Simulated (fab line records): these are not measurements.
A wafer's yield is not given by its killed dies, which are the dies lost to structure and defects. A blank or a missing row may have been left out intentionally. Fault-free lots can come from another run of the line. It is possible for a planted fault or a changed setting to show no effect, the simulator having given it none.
fab line records	flow rit_cmos
record lots=6	wafers=18	last_day=7
route steps=202 shown PRETRO@72 GATE@75 FOX2@80 REOX@98 NLDD@103 SDANNEAL@155 M1@202
lots untouched by any fault: they come from a run of this same line in which no faults occurred
start_h: the number of hours between the record's first day and the start of the first shown wafer of the lot	wait_h: hours elapsed since this lot's preceding step	" identical to the entry in the row above	L1.1+2: several wafers, shown together as one row	- no value, or no start given	* or withheld: withheld	< > ~ a bound
route shown NAME@n: a module of which the file shows steps, and the number in the route of the first	usual: average and standard deviation across the fault-free wafers	same: alike in all rows	chamber/n: place in a boat	sites: each site's reading	_std_site: standard deviation of those values	_edge_site: mean of outer sites minus mean of inner sites	radius_mm: for every site, how far away it sits from the centre of the wafer	mask NAME#n: copy n	behind: the most recent tool/chamber to have shaped the wafer	hold: the reason the lot was held/the length of the hold in hours/how it ended	device: the transistor (n, p or np) that didn't switch	end of line: the same wafers' tests at the end of the route	where a step has no rows: the recipe by itself	killed: dies lost to structure and defects at the first sort, not the wafer's yield	map: dies across one wafer; x = killed, . = not, _ = none there
set.NAME: the setting as run; set.NAME@STEP: as run at that earlier step	model.NAME: the simulator's own value behind a step, which no gauge read
lots seen at some steps along the route; tables by step, rows by wafer
services: from which hour (start_h, from the record's first day; less than 0 if before it) a tool's chamber was out of use, for how many hours, and why
## steps
# step RIT_PRETRO_IMPLANT_08
# recipe species=B	energy_kev=45	dose_cm2=1.2e+13	tilt_deg=7
# step RIT_PRETRO_STRIP_09
# recipe chemistry=O2	time_s=180	resist=NOVOLAK	platen_temp_c=withheld	power_w=500	pressure_mtorr=4000	o2_flow_sccm=4000
# usual chamber_pressure_mTorr=4000/4.3	drypump_motor_current_A=6.01/0.18
lot.wafer	tool	chamber	start_h	wait_h	chamber_pressure_mTorr	drypump_motor_current_A	rf_hours_counter_h
L989.1	plasma_asher-03	0	40.67	0.1	3996	5.88	40
L989.2	"	1	"	"	3997	6.28	40
L989.4	"	0	"	"	3996	5.88	-
L997.3	plasma_asher-02	0	84.01	0.1	3997	5.96	-
L997.4	"	1	"	"	4002	5.76	-
L997.5	"	1	"	"	3996	5.73	-
L100.2	plasma_asher-03	1	99.10	0.1	3998	6.29	47
L100.5	"	0	"	"	3999	5.90	-
L100.6	"	1	"	"	4000	6.29	-
L103.1	plasma_asher-02	1	111.96	0.1	4007	5.79	47
L103.5	"	0	"	"	4002	5.96	-
L103.6	"	1	"	"	3994	5.71	-
L108.1	plasma_asher-03	1	136.11	0.1	3998	6.27	52
L108.4	"	0	"	"	4003	5.88	-
L108.6	"	1	"	"	3997	6.29	-
L110.2	plasma_asher-01	0	146.44	0.1	4003	5.93	1
L110.4	"	0	"	"	3998	5.94	-
L110.6	"	1	"	"	4002	6.18	-
# step RIT_PRETRO_TW_MEAS_10
# usual PRETRO_TW=470/4.1
lot.wafer	tool	chamber	start_h	wait_h	PRETRO_TW
L989.1	film_metro-04	-	40.84	0.1	465
L989.2	"	-	"	"	466
L989.4	"	-	"	"	466
L997.3	film_metro-04	-	84.14	0.1	469
L997.4	"	-	"	"	465
L997.5	"	-	"	"	467
L100.2	film_metro-02	-	99.28	0.1	478
L100.5	"	-	"	"	473
L100.6	"	-	"	"	473
L103.1	film_metro-03	-	112.13	0.1	476
L103.5	"	-	"	"	476
L103.6	"	-	"	"	475
L108.1	film_metro-03	-	136.28	0.1	473
L108.4	"	-	"	"	474
L108.6	"	-	"	"	474
L110.2	film_metro-03	-	146.63	0.1	474
L110.4	"	-	"	"	474
L110.6	"	-	"	"	472
# step RIT_GATE_WET_ETCH_00
# recipe chemistry=BOE	target=SiO2	target_depth_nm=56	time_s=60	dry=n2_spin	dilution=10:1	temp_c=21.5
# step RIT_GATE_CLEAN_01
# recipe chemistry=SC1	mix=3:3:50	time_s=600	temp_c=75
# step RIT_GATE_CLEAN_02
# recipe chemistry=dHF	dilution=50:1	time_s=30
# step RIT_GATE_CLEAN_03
# recipe chemistry=SC2	mix=3:3:50	time_s=600	temp_c=75	dry=n2_spin
# step RIT_GATE_CLEAN_04
# recipe chemistry=dHF	dilution=50:1	time_s=60	dry=n2_spin
# step RIT_FOX2_THK_MEAS_91
# recipe reads=SiO2_of_FOX2_OXIDATION_00
# usual FIELD_OXIDE_LEFT_2_THK=258/6.2
lot.wafer	tool	chamber	start_h	wait_h	FIELD_OXIDE_LEFT_2_THK[nm]
L989.1	film_metro-03	-	41.52	0.0	262
L989.2	"	-	"	"	256
L989.4	"	-	"	"	260
L997.3	film_metro-04	-	84.62	0.0	265
L997.4	"	-	"	"	260
L997.5	"	-	"	"	263
L100.2	film_metro-04	-	99.76	0.0	248
L100.5	"	-	"	"	257
L100.6	"	-	"	"	242
L103.1	film_metro-04	-	112.61	0.0	267
L103.5	"	-	"	"	262
L103.6	"	-	"	"	264
L108.1	film_metro-04	-	136.78	0.0	265
L108.4	"	-	"	"	266
L108.6	"	-	"	"	271
L110.2	film_metro-03	-	147.12	0.0	257
L110.4	"	-	"	"	261
L110.6	"	-	"	"	260
# step RIT_GATE_OXIDATION_05
# recipe temp_c=900	ambient=O2	target_thk_a=30	ox_time_s=270
# step RIT_GATE_ANNEAL_06
# recipe temp_c=900	time_s=600	ambient=N2O
# step RIT_GATE_THK_MEAS_07
# recipe reads=SiO2_of_GATE_OXIDATION_05
# usual GATE_OXIDE_THK=3.04/0.064
lot.wafer	tool	chamber	start_h	wait_h	GATE_OXIDE_THK[nm]
L989.1	film_metro-04	-	42.96	0.0	2.90
L989.2	"	-	"	"	2.97
L989.4	"	-	"	"	2.86
L997.3	film_metro-03	-	86.01	0.0	3.09
L997.4	"	-	"	"	2.98
L997.5	"	-	"	"	2.97
L100.2	film_metro-04	-	103.04	0.0	3.02
L100.5	"	-	"	"	3.07
L100.6	"	-	"	"	3.04
L103.1	film_metro-03	-	114.00	0.0	3.10
L103.5	"	-	"	"	3.18
L103.6	"	-	"	"	3.20
L108.1	film_metro-01	-	139.63	0.0	3.11
L108.4	"	-	"	"	3.03
L108.6	"	-	"	"	3.13
L110.2	film_metro-01	-	149.01	0.0	3.04
L110.4	"	-	"	"	3.01
L110.6	"	-	"	"	3.05
# step RIT_GATE_CVD_08
# recipe material=poly-Si	target_thk_nm=250	temp_c=610	precursor=SiH4	time_s=2220	pressure_mtorr=300	sih4_flow_sccm=100
# usual pressure_mtorr=300.1/0.57	spike_tc_source_C=630/3.1	susceptor_temp_C=609.99/0.28
lot.wafer	tool	chamber	start_h	wait_h	pressure_mtorr	spike_tc_source_C	susceptor_temp_C	model.poly-Si_of_GATE_CVD_08.thk_nm
L989.1	lpcvd-01	0	43.02	0.1	299.9	632	609.73	252
L989.2	"	0	"	"	300.1	631	609.91	252.9
L989.4	"	0	"	"	299.9	630	609.61	249.2
L997.3	lpcvd-02	1	86.05	0.0	299.2	631	609.90	249.4
L997.4	"	1	"	"	300.0	632	610.18	246.2
L997.5	"	1	"	"	300.0	630	609.84	248.3
L100.2	lpcvd-02	0	104.30	1.2	240.4	637	610.25	218.2
L100.5	"	0	"	"	240.3	636	610.18	220
L100.6	"	0	"	"	239.3	637	609.83	217.7
L103.1	lpcvd-02	0	114.06	0.1	240.1	636	610.20	221.4
L103.5	"	0	"	"	240.5	635	610.33	221.5
L103.6	"	0	"	"	239.9	637	609.95	222.1
L108.1	lpcvd-01	0	139.69	0.1	299.5	629	610.13	249.1
L108.4	"	0	"	"	299.8	628	609.86	249.6
L108.6	"	0	"	"	299.8	631	609.49	247.5
L110.2	lpcvd-01	0	149.06	0.0	299.4	628	609.90	251.6
L110.4	"	0	"	"	300.3	631	610.02	250.4
L110.6	"	0	"	"	300.2	629	609.88	251.5
# step RIT_GATE_THK_MEAS_09
# recipe reads=poly-Si_of_GATE_CVD_08
# usual GATE_POLY_THK=247.9/2.1
lot.wafer	tool	chamber	start_h	wait_h	GATE_POLY_THK[nm]
L989.1	film_metro-01	-	44.63	0.0	252.1
L989.2	"	-	"	"	253.0
L989.4	"	-	"	"	249.3
L997.3	film_metro-01	-	87.69	0.0	249.4
L997.4	"	-	"	"	246.0
L997.5	"	-	"	"	248.5
L100.2	film_metro-04	-	106.73	0.0	218.1
L100.5	"	-	"	"	219.9
L100.6	"	-	"	"	217.9
L103.1	film_metro-04	-	115.67	0.0	221.4
L103.5	"	-	"	"	221.6
L103.6	"	-	"	"	222.1
L108.1	film_metro-01	-	141.30	0.0	249.2
L108.4	"	-	"	"	249.4
L108.6	"	-	"	"	247.4
L110.2	film_metro-04	-	150.68	0.0	251.7
L110.4	"	-	"	"	250.5
L110.6	"	-	"	"	251.5
# step RIT_GATE_HMDS_10
# recipe prime_time_s=60	prime_temp_c=140
# step RIT_GATE_COAT_11
# recipe resist=NOVOLAK	spin_rpm=4250	resist_thk_nm=850
# step RIT_GATE_SOFTBAKE_12
# recipe resist=NOVOLAK	temp_c=90	time_s=60
# step RIT_GATE_EXPOSE_13
# recipe mask_id=M6	na=0.6	source_shape=conventional	sigma_outer=0.6	target_cd_nm=150	dose_mj=380
# step RIT_GATE_PEB_14
# recipe resist=NOVOLAK	temp_c=withheld	time_s=withheld
# step RIT_GATE_DEVELOP_15
# recipe resist=NOVOLAK	develop_time_s=50	dev_temp_c=23
# step RIT_GATE_CD_MEAS_16
# recipe target_cd_nm=150
# usual cd_nm=151.5/2.9
lot.wafer	tool	chamber	start_h	wait_h	cd_nm
L989.1	cd_sem-02	-	45.54	-	153.4
L989.2	"	-	"	"	154.5
L989.4	"	-	"	"	151.1
L997.3	cd_sem-01	-	88.74	-	153.0
L997.4	"	-	"	"	152.0
L997.5	"	-	"	"	150.9
L100.2	cd_sem-01	-	107.98	-	152.7
L100.5	"	-	"	"	150.6
L100.6	"	-	"	"	151.1
L103.1	cd_sem-01	-	116.71	-	148.5
L103.5	"	-	"	"	146.7
L103.6	"	-	"	"	146.7
L108.1	cd_sem-01	-	142.34	-	150.4
L108.4	"	-	"	"	150.3
L108.6	"	-	"	"	150.9
L110.2	cd_sem-02	-	151.74	-	149.2
L110.4	"	-	"	"	149.1
L110.6	"	-	"	"	148.0
# step RIT_GATE_OVL_MEAS_17
# usual GATE_OVL=0.5/1.6
lot.wafer	tool	chamber	start_h	wait_h	GATE_OVL[nm]
L989.1	overlay-01	-	45.66	0.1	3.5
L989.2	"	-	"	"	2.1
L989.4	"	-	"	"	1.6
L997.3	overlay-02	-	88.83	0.1	0.7
L997.4	"	-	"	"	0.6
L997.5	"	-	"	"	1.8
L100.2	overlay-01	-	108.09	0.1	2.0
L100.5	"	-	"	"	0.9
L100.6	"	-	"	"	3.7
L103.1	overlay-01	-	116.83	0.1	-1.8
L103.5	"	-	"	"	-1.7
L103.6	"	-	"	"	-1.1
L108.1	overlay-01	-	142.46	0.1	-1.5
L108.4	"	-	"	"	-2.3
L108.6	"	-	"	"	0.6
L110.2	overlay-02	-	151.85	0.1	-0.5
L110.4	"	-	"	"	-1.5
L110.6	"	-	"	"	-0.7
# step RIT_GATE_HARDBAKE_18
# recipe resist=NOVOLAK	temp_c=140	time_s=60
# step RIT_GATE_ETCH_19
# recipe chemistry=SF6/CHF3/O2	time_s=165	SF6_flow_sccm=30	CHF3_flow_sccm=30	O2_flow_sccm=5	target=poly-Si	pressure_mtorr=40	rf_w=160	target_depth_a=3125	over_etch_frac=0.25	stop_on=SiO2
# usual chamber_pressure_mTorr=40.00/0.039	drypump_motor_current_A=5.4/0.39	oes_product_au=0.837/0.013	throttle_valve_pct=10.21/0.12
lot.wafer	tool	chamber	start_h	wait_h	chamber_pressure_mTorr	drypump_motor_current_A	oes_product_au	rf_hours_counter_h	throttle_valve_pct	model.GATE.feature_depth_nm	model.etch.depth_nm
L989.1	rie_si-02	1	45.85	0.1	39.96	5.5	0.830	65	10.10	252	252
L989.2	"	3	"	"	39.95	4.9	0.845	11	10.43	252.9	252.9
L989.4	"	0	"	"	40.05	5.6	0.856	59	10.04	249.2	249.2
L997.3	rie_si-02	3	89.12	0.1	39.99	4.9	0.830	11	10.43	249.4	249.4
L997.4	"	0	"	"	40.01	5.6	0.850	59	10.03	246.2	246.2
L997.5	"	2	"	"	39.98	6.0	0.846	-	10.08	248.3	248.3
L100.2	rie_si-02	1	108.27	0.1	39.93	5.5	0.756	66	10.10	218.2	218.2
L100.5	"	2	"	"	39.95	6.0	0.788	-	10.10	220	220
L100.6	"	1	"	"	40.02	5.5	0.762	-	10.10	217.7	217.7
L103.1	rie_si-02	1	117.01	0.1	39.95	5.5	0.766	66	10.08	221.4	221.4
L103.5	"	0	"	"	40.07	5.6	0.784	-	10.04	221.5	221.5
L103.6	"	3	"	"	40.00	4.9	0.772	-	10.42	222.1	222.1
L108.1	rie_si-01	2	142.69	0.1	39.98	5.0	0.824	44	10.29	249.1	249.1
L108.4	"	1	"	"	40.01	5.8	0.844	7	10.29	249.6	249.6
L108.6	"	1	"	"	39.98	5.8	0.849	-	10.28	247.5	247.5
L110.2	rie_si-01	0	152.03	0.1	40.00	5.1	0.831	40	10.26	251.6	251.6
L110.4	"	1	"	"	40.02	5.8	0.837	7	10.27	250.4	250.4
L110.6	"	3	"	"	39.98	5.2	0.863	-	10.15	251.5	251.5
# step RIT_GATE_STRIP_20
# recipe chemistry=O2	time_s=180	resist=NOVOLAK	platen_temp_c=withheld	power_w=500	pressure_mtorr=4000	o2_flow_sccm=4000
# usual chamber_pressure_mTorr=4000/3.6	drypump_motor_current_A=6.0/0.47
lot.wafer	tool	chamber	start_h	wait_h	chamber_pressure_mTorr	drypump_motor_current_A	rf_hours_counter_h
L989.1	plasma_asher-02	1	45.96	0.1	4001	5.7	39
L989.2	"	0	"	"	4003	6.0	39
L989.4	"	1	"	"	4001	5.7	-
L997.3	plasma_asher-04	0	89.29	0.1	4002	6.8	-
L997.4	"	1	"	"	3998	5.4	-
L997.5	"	0	"	"	4001	6.8	-
L100.2	plasma_asher-02	1	108.38	0.1	3997	5.7	47
L100.5	"	0	"	"	4000	6.0	-
L100.6	"	1	"	"	4005	5.7	-
L103.1	plasma_asher-04	1	117.12	0.1	4001	5.5	34
L103.5	"	0	"	"	3992	6.8	-
L103.6	"	1	"	"	4001	5.5	-
L108.1	plasma_asher-04	0	142.80	0.1	4003	6.8	38
L108.4	"	0	"	"	3999	6.8	-
L108.6	"	1	"	"	4002	5.5	-
L110.2	plasma_asher-03	0	152.13	0.1	3998	5.9	54
L110.4	"	0	"	"	3999	5.9	-
L110.6	"	0	"	"	4001	5.9	-
# step RIT_GATE_CD_MEAS_90
# recipe target_cd_nm=150
# usual cd_nm=151.5/2.9
lot.wafer	tool	chamber	start_h	wait_h	cd_nm
L989.1	cd_sem-02	-	46.13	0.1	153.2
L989.2	"	-	"	"	154.2
L989.4	"	-	"	"	151.2
L997.3	cd_sem-02	-	89.45	0.1	152.9
L997.4	"	-	"	"	152.0
L997.5	"	-	"	"	150.5
L100.2	cd_sem-01	-	108.57	0.1	152.9
L100.5	"	-	"	"	150.7
L100.6	"	-	"	"	151.1
L103.1	cd_sem-02	-	117.30	0.1	148.8
L103.5	"	-	"	"	146.1
L103.6	"	-	"	"	146.4
L108.1	cd_sem-01	-	142.98	0.1	150.4
L108.4	"	-	"	"	150.6
L108.6	"	-	"	"	151.1
L110.2	cd_sem-02	-	152.33	0.1	148.8
L110.4	"	-	"	"	148.8
L110.6	"	-	"	"	147.8
# step RIT_REOX_CLEAN_00
# recipe chemistry=SC1	mix=3:3:50	time_s=600	temp_c=75
# step RIT_REOX_CLEAN_01
# recipe chemistry=dHF	dilution=50:1	time_s=30
# step RIT_REOX_CLEAN_02
# recipe chemistry=SC2	mix=3:3:50	time_s=600	temp_c=75	dry=n2_spin
# step RIT_REOX_OXIDATION_03
# recipe temp_c=900	ambient=O2	target_thk_a=252	ox_time_s=5580
# step RIT_REOX_THK_MEAS_04
# recipe reads=SiO2_of_REOX_OXIDATION_03
# usual REOX_OXIDE_THK=25.2/0.47
lot.wafer	tool	chamber	start_h	wait_h	REOX_OXIDE_THK[nm]
L989.1	film_metro-02	-	49.84	0.0	24.3
L989.2	"	-	"	"	24.7
L989.4	"	-	"	"	24.3
L997.3	film_metro-04	-	92.53	0.0	26.3
L997.4	"	-	"	"	26.0
L997.5	"	-	"	"	26.2
L100.2	film_metro-01	-	111.71	0.0	24.6
L100.5	"	-	"	"	25.0
L100.6	"	-	"	"	24.4
L103.1	film_metro-04	-	120.91	0.0	25.3
L103.5	"	-	"	"	25.0
L103.6	"	-	"	"	25.4
L108.1	film_metro-02	-	146.01	0.0	25.9
L108.4	"	-	"	"	25.7
L108.6	"	-	"	"	25.5
L110.2	film_metro-02	-	155.87	0.0	24.5
L110.4	"	-	"	"	24.6
L110.6	"	-	"	"	24.4
# step RIT_NLDD_HMDS_00
# recipe prime_time_s=60	prime_temp_c=140
# step RIT_NLDD_COAT_01
# recipe resist=NOVOLAK	spin_rpm=3250	resist_thk_nm=1000
# step RIT_NLDD_SOFTBAKE_02
# recipe resist=NOVOLAK	temp_c=90	time_s=60
# step RIT_NLDD_EXPOSE_03
# recipe mask_id=M7	na=0.57	target_cd_nm=40700	dose_mj=250
# step RIT_NLDD_PEB_04
# recipe resist=NOVOLAK	temp_c=withheld	time_s=withheld
# step RIT_NLDD_DEVELOP_05
# recipe resist=NOVOLAK	develop_time_s=50	dev_temp_c=23
# step RIT_NLDD_OVL_MEAS_06
# usual NLDD_OVL=0.6/1.5
lot.wafer	tool	chamber	start_h	wait_h	NLDD_OVL[nm]
L989.1	overlay-02	-	50.75	-	0.6
L989.2	"	-	"	"	-1.5
L989.4	"	-	"	"	-1.1
L997.3	overlay-02	-	93.43	-	0.6
L997.4	"	-	"	"	3.2
L997.5	"	-	"	"	-0.6
L100.2	overlay-01	-	112.62	-	-1.4
L100.5	"	-	"	"	-1.4
L100.6	"	-	"	"	-0.2
L103.1	overlay-02	-	121.82	-	-0.3
L103.5	"	-	"	"	-1.6
L103.6	"	-	"	"	-0.7
L108.1	overlay-02	-	147.27	-	1.7
L108.4	"	-	"	"	1.2
L108.6	"	-	"	"	3.5
L110.2	overlay-01	-	156.92	-	0.1
L110.4	"	-	"	"	1.1
L110.6	"	-	"	"	-0.3
# step RIT_NLDD_HARDBAKE_07
# recipe resist=NOVOLAK	temp_c=140	time_s=60
# step RIT_NLDD_IMPLANT_08
# recipe species=P	energy_kev=20	dose_cm2=5e+14	tilt_deg=7
# step RIT_NLDD_STRIP_09
# recipe chemistry=O2	time_s=180	resist=NOVOLAK	platen_temp_c=withheld	power_w=500	pressure_mtorr=4000	o2_flow_sccm=4000
# usual chamber_pressure_mTorr=4000/4	drypump_motor_current_A=6.1/0.48
lot.wafer	tool	chamber	start_h	wait_h	chamber_pressure_mTorr	drypump_motor_current_A	rf_hours_counter_h
L989.1	plasma_asher-04	0	51.09	0.1	4005	6.8	27
L989.2	"	1	"	"	3999	5.5	27
L989.4	"	1	"	"	3998	5.5	-
L997.3	plasma_asher-03	0	93.81	0.1	4000	5.9	-
L997.4	"	1	"	"	3998	6.3	-
L997.5	"	0	"	"	4006	5.9	-
L100.2	plasma_asher-03	0	112.95	0.1	3997	5.9	49
L100.5	"	1	"	"	4009	6.3	-
L100.6	"	0	"	"	3996	5.9	-
L103.1	plasma_asher-03	1	122.15	0.1	3999	6.3	50
L103.5	"	1	"	"	3997	6.3	-
L103.6	"	0	"	"	4006	5.9	-
L108.1	plasma_asher-01	0	147.60	0.1	3996	6.0	1
L108.4	"	1	"	"	4003	6.1	-
L108.6	"	1	"	"	4010	6.1	-
L110.2	plasma_asher-03	1	157.25	0.1	4000	6.3	54
L110.4	"	0	"	"	3995	5.9	-
L110.6	"	1	"	"	3999	6.3	-
# step RIT_NLDD_TW_MEAS_10
# usual NLDD_TW=2473/26
lot.wafer	tool	chamber	start_h	wait_h	NLDD_TW
L989.1	film_metro-02	-	51.26	0.1	2458
L989.2	"	-	"	"	2471
L989.4	"	-	"	"	2458
L997.3	film_metro-03	-	93.95	0.1	2495
L997.4	"	-	"	"	2494
L997.5	"	-	"	"	2490
L100.2	film_metro-02	-	113.13	0.1	2482
L100.5	"	-	"	"	2469
L100.6	"	-	"	"	2471
L103.1	film_metro-02	-	122.33	0.1	2479
L103.5	"	-	"	"	2488
L103.6	"	-	"	"	2476
L108.1	film_metro-01	-	147.78	0.1	2447
L108.4	"	-	"	"	2449
L108.6	"	-	"	"	2447
L110.2	film_metro-03	-	157.44	0.1	2483
L110.4	"	-	"	"	2474
L110.6	"	-	"	"	2478
# step RIT_SDANNEAL_CLEAN_02
# recipe chemistry=SC2	mix=3:3:50	time_s=600	temp_c=75	dry=n2_spin
# usual bath_guard_temp_C=75.0/0.59
lot.wafer	tool	chamber	start_h	wait_h	bath_guard_temp_C	model.poly-Si_of_GATE_CVD_08.thk_nm
L989.1	wet_bench-03	1	59.09	0.0	75.6	164.7
L989.2	"	1	"	"	75.8	165.1
L989.4	"	1	"	"	75.3	163.8
L997.3	wet_bench-01	2	101.45	0.0	74.3	160.8
L997.4	"	2	"	"	74.1	159.7
L997.5	"	2	"	"	74.1	160.3
L100.2	wet_bench-02	0	121.29	0.0	74.5	132.1
L100.5	"	0	"	"	74.5	134.1
L100.6	"	0	"	"	74.5	130.8
L103.1	wet_bench-03	2	129.59	0.0	74.9	135
L103.5	"	2	"	"	75.0	135.3
L103.6	"	2	"	"	74.7	135.7
L108.1	wet_bench-01	1	154.91	0.0	75.7	160.7
L108.4	"	1	"	"	75.6	162.6
L108.6	"	1	"	"	75.3	160.5
L110.2	wet_bench-01	3	164.56	0.0	76.1	163.9
L110.4	"	3	"	"	75.5	163.7
L110.6	"	3	"	"	76.1	164.3
# step RIT_M1_PROBE_99
# usual killed_at_contacts=0.1/0.38	killed_at_front_end=6.9/2.9	killed_dies=7.1/3	killed_open=3.5/2.1	killed_short=3.5/2
# same gross_dies=264	killed_at_M0_to_M3=0	killed_at_M4_up=0	killed_at_back_side=0	killed_at_other=0
lot.wafer	tool	chamber	start_h	wait_h	killed_at_contacts	killed_at_front_end	killed_dies	killed_open	killed_short	model.etest.nmos_turned.drive_ua_um	model.etest.pmos_turned.drive_ua_um	model.etest.ppoly_line.rs_ohm_sq	model.etest.nmos_0p15.tox_inv_nm
L989.1	prober-02	-	67.45	0.1	1	4	5	3	2	338.3	192	16.55	4.386
L989.2	prober-02	-	67.50	0.1	0	5	5	1	4	322.9	186.1	16.47	4.436
L989.4	prober-02	-	67.60	0.2	0	6	6	2	4	349.6	203.1	16.57	4.418
L997.3	prober-01	-	109.30	0.2	0	5	5	3	2	288.5	172.3	16.53	4.471
L997.4	prober-01	-	109.35	0.2	1	5	6	2	4	308.1	183.2	16.35	4.445
L997.5	prober-01	-	109.40	0.2	0	5	5	2	3	295.9	177.1	16.47	4.415
L100.2	prober-01	-	129.97	0.1	0	3	3	2	1	379.4	207.1	16.81	4.421
L100.5	prober-01	-	130.12	0.2	2	9	11	4	7	378	205.7	16.68	4.428
L100.6	prober-01	-	130.17	0.2	0	5	5	3	2	390	214.3	16.68	4.362
L103.1	prober-01	-	138.18	0.1	0	5	5	3	2	367	202.9	16.74	4.515
L103.5	prober-01	-	138.38	0.2	0	3	3	3	0	376.3	209.6	16.68	4.505
L103.6	prober-01	-	138.43	0.2	0	8	8	3	5	364.9	202.5	16.74	4.531
L108.1	prober-02	-	162.50	0.1	0	3	3	1	2	305.2	179.4	16.44	4.509
L108.4	prober-02	-	162.65	0.2	1	10	11	3	8	314.3	185.3	16.32	4.524
L108.6	prober-02	-	162.75	0.2	0	8	8	4	4	314.6	185.7	16.59	4.564
L110.2	prober-02	-	172.44	0.1	1	11	12	3	7	318.4	199.2	16.66	4.481
L110.4	prober-02	-	172.54	0.2	0	11	11	3	7	320.8	201.1	16.76	4.476
L110.6	prober-02	-	172.64	0.2	0	9	9	3	4	325.4	202.8	16.43	4.448
# killed by level:class
L989.1 GATE:geometric_particle:open=1 REOX:geometric_particle:short=1 SPACER:geometric_particle:short=1 SILICIDE:geometric_particle:open=1 CONTACT:geometric_particle:open=1
L989.2 GATE:geometric_particle:short=2 FOX1:geometric_particle:open=1 FOX1:geometric_particle:short=1 SILICIDE:geometric_particle:short=1
L989.4 SPACER:geometric_particle:short=2 FOX1:geometric_particle:short=1 REOX:geometric_particle:open=1 SPACER:geometric_particle:open=1 SILICIDE:geometric_particle:short=1
L997.3 GATE:geometric_particle:open=3 REOX:geometric_particle:short=1 SPACER:geometric_particle:short=1
L997.4 FOX1:geometric_particle:short=1 GATE:geometric_particle:short=1 GATE:geometric_particle:open=1 SPACER:geometric_particle:short=1 SILICIDE:geometric_particle:short=1 CONTACT:geometric_particle:open=1
L997.5 FOX1:geometric_particle:open=1 FOX2:geometric_particle:short=1 GATE:geometric_particle:short=1 GATE:geometric_particle:open=1 SILICIDE:geometric_particle:short=1
L100.2 SPACER:geometric_particle:open=2 SPACER:geometric_particle:short=1
L100.5 GATE:geometric_particle:short=2 GATE:geometric_particle:open=2 ACTIVE:geometric_particle:short=1 FOX2:geometric_particle:short=1 FOX2:geometric_particle:open=1 SPACER:geometric_particle:short=1 SILICIDE:geometric_particle:short=1 CONTACT:geometric_particle:short=1
L100.6 GATE:geometric_particle:open=1 SPACER:geometric_particle:open=1 SPACER:geometric_particle:short=1 SILICIDE:geometric_particle:open=1 SILICIDE:geometric_particle:short=1
L103.1 GATE:geometric_particle:open=3 REOX:geometric_particle:short=2
L103.5 FOX1:geometric_particle:open=1 GATE:geometric_particle:open=1 SPACER:geometric_particle:open=1
L103.6 GATE:geometric_particle:short=4 FOX1:geometric_particle:open=2 FOX1:geometric_particle:short=1 GATE:geometric_particle:open=1
L108.1 GATE:geometric_particle:short=1 GATE:geometric_particle:open=1 SILICIDE:geometric_particle:short=1
L108.4 GATE:geometric_particle:short=3 SPACER:geometric_particle:short=2 FOX1:geometric_particle:open=1 FOX1:geometric_particle:short=1 FOX2:geometric_particle:short=1 FOX2:geometric_particle:open=1 REOX:geometric_particle:short=1 CONTACT:geometric_particle:open=1
L108.6 GATE:geometric_particle:short=3 GATE:geometric_particle:open=2 FOX1:geometric_particle:open=1 SILICIDE:geometric_particle:open=1 SILICIDE:geometric_particle:short=1
L110.2 GATE:geometric_particle:short=4 FOX1:geometric_particle:short=1 FOX2:geometric_particle:open=1 GATE:geometric_particle:open=1 REOX:geometric_particle:short=1 SILICIDE:geometric_particle:open=1 CONTACT:geometric_particle:short=1 NLDD:coat_microbubble_printed=1
L110.4 FOX1:geometric_particle:short=3 GATE:geometric_particle:short=2 GATE:geometric_particle:open=2 REOX:geometric_particle:open=1 REOX:geometric_particle:short=1 SPACER:geometric_particle:short=1 PLDD:coat_microbubble_printed=1
L110.6 GATE:geometric_particle:short=2 GATE:geometric_particle:open=2 FOX2:geometric_particle:short=1 REOX:geometric_particle:short=1 REOX:geometric_particle:open=1 NLDD:coat_microbubble_printed=1 PLDD:coat_microbubble_printed=1
## services
tool	chamber	start_h	hours	kind
lpcvd-01	-	27.07	1.3	repair
lpcvd-01	-	33.53	0.8	pm
lpcvd-02	-	34.54	0.7	repair
wet_bench-03	-	44.06	2.1	repair
plasma_asher-03	-	45.70	3.9	repair
lpcvd-02	-	58.56	14.6	pm
plasma_asher-04	-	67.36	4.3	pm
wet_bench-01	-	69.82	7.1	repair
plasma_asher-01	-	86.36	44.0	repair
rie_si-01	2	89.48	2.6	repair
rie_si-02	0	125.94	41.4	repair
plasma_asher-01	-	130.40	9.0	pm
plasma_asher-01	0	130.40	9.0	vent_cycle
plasma_asher-01	1	130.40	9.0	vent_cycle
plasma_asher-01	0	139.40	-	clean
plasma_asher-01	1	139.40	-	clean
plasma_asher-03	-	142.21	2.9	repair
rie_si-02	2	144.82	1.8	repair
## key
first_sign step=RIT_GATE_CVD_08	reading=pressure_mtorr	direction=down	sigmas=99+	usual=300.1	struck=240.1
effect step=RIT_GATE_THK_MEAS_09	reading=GATE_POLY_THK	direction=down	sigmas=13	usual=247.9	struck=220.2
effect step=RIT_GATE_ETCH_19	reading=oes_product_au	direction=down	sigmas=5	usual=0.837	struck=0.771
model_effect step=RIT_GATE_CVD_08	value=poly-Si_of_GATE_CVD_08.thk_nm	without=246.5	struck=220.1
model_effect step=RIT_GATE_ETCH_19	value=GATE.feature_depth_nm	without=246.5	struck=220.1
model_effect step=RIT_SDANNEAL_CLEAN_02	value=poly-Si_of_GATE_CVD_08.thk_nm	without=160.2	struck=133.8
model_effect step=RIT_M1_PROBE_99	value=etest.nmos_turned.drive_ua_um	without=335.7	struck=375.9
met_at RIT_GATE_CVD_08
struck_wafers L100.2,L100.5,L100.6,L103.1,L103.5,L103.6
tester_left_out L100,L103
onset_between 86.05 104.30
fault kind=process_parameter_drift	tool=lpcvd-02	chamber=-	onset_h=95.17	steps=RIT_GATE_CVD_08	channel=pressure_mtorr	offset=-60	shape=step	end_h=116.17	acts_in=these_recipes_only	stated=300
# tester_left_out: of these lots the tester's yield and bins aren't shown, on N5 and GAA mostly nor the transistor test; their killed dies are dies lost to structure and defects alone, not to doping, threshold or leakage, so they don't give the yield
